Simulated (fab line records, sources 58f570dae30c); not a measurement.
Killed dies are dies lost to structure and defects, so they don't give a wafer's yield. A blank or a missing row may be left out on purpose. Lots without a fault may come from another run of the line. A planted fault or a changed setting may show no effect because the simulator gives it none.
One fault seen from 2 desks | flow berkeley_cmos170 | each desk has only its own numbers; what lay behind them comes last

THE TOOL OWNER'S DESK: implanter-01
The tool's own readings at UCB170_NSD_IMPLANT_08: means of the sampled wafers that have a number, for each lot that ran on this tool. A lot is out of limits, marked OUT, if its mean lies more than 4 standard deviations from the usual mean; the brackets give that distance.
Columns: A = dose_ions_cm2 at UCB170_NSD_IMPLANT_08, usual 2.9996e+15; B = end_station_pressure_torr at UCB170_NSD_IMPLANT_08, usual 1.26e-05 Torr; C = faraday_current_uA at UCB170_NSD_IMPLANT_08, usual 9253
lot  | first seen here | A                            | B                   | C
L725 | day 8 00:20     | 2.9979e+15                   | 1.27e-05            | 9087
L728 | day 8 18:56     | 3.0010e+15                   | 1.25e-05            | 9242
L735 | day 9 17:08     | 1.6510e+15 (-99 or more) OUT | 9.37e-06 (-5.2) OUT | 5245 (-22) OUT
L732 | day 11 03:12    | 1.6496e+15 (-99 or more) OUT | 9.23e-06 (-5.4) OUT | 5162 (-23) OUT
This desk's finding: out of limits on L732, L735; first on L735, day 9 17:08 (dose_ions_cm2 at UCB170_NSD_IMPLANT_08). In limits: L725, L728.

THE METROLOGY DESK
What the gauges read, lot by lot, whatever tool the lot ran on: means of the sampled wafers that have a number. A lot is out of limits, marked OUT, if its mean lies more than 4 standard deviations from the usual mean; the brackets give that distance.
Columns: A = NSD_TW at UCB170_NSD_TW_MEAS_10, usual 4169; B = NSD_RS at UCB170_SDANNEAL_RS_MEAS_03, usual 37.26 ohm/sq
lot  | first seen here | A               | B
L724 | day 8 00:17     | 4184            | 37.25
L726 | day 8 00:33     | 4067            | 37.30
L725 | day 8 00:34     | 4207            | 37.18
L723 | day 8 00:56     | 4060            | 37.30
L727 | day 8 18:35     | 4073            | 37.26
L728 | day 8 19:08     | 4195            | 37.26
L730 | day 9 17:08     | 4208            | 37.33
L735 | day 9 17:23     | 3920 (-4.9) OUT | 53.76 (+99 or more) OUT
L732 | day 11 03:27    | 3839 (-6.5) OUT | 53.65 (+99 or more) OUT
L736 | day 11 03:38    | 4213            | 37.21
L739 | day 11 12:17    | 4119            | 37.31
L744 | day 12 15:20    | 4105            | 37.31
L743 | day 12 15:33    | 4202            | 37.14
L746 | day 13 00:55    | 4189            | 37.24
This desk's finding: out of limits on L732, L735; first on L735, day 9 17:23 (NSD_TW at UCB170_NSD_TW_MEAS_10). In limits: L724, L726, L725, L723, L727, L728, L730, L736, L739, L744, L743, L746.

PUT TOGETHER
The tool owner's desk could have raised an alarm at day 9 17:08, on L732, L735.
The metrology desk could have raised an alarm at day 9 17:23, on L732, L735.
Of the lots named, all ran UCB170_NSD_IMPLANT_08 on implanter-01.

WHAT THE SIMULATOR HAD PUT IN
Process parameter drift: implanter-01, from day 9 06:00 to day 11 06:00, at UCB170_NSD_IMPLANT_08. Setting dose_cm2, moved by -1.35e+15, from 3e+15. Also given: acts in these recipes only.
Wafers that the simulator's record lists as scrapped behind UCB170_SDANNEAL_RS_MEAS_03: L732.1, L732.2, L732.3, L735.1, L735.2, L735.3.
Lots struck among those shown: L732, L735.
Hours from the fault's start to each desk's first reading out of limits: the tool owner's desk, 11; the metrology desk, 11.
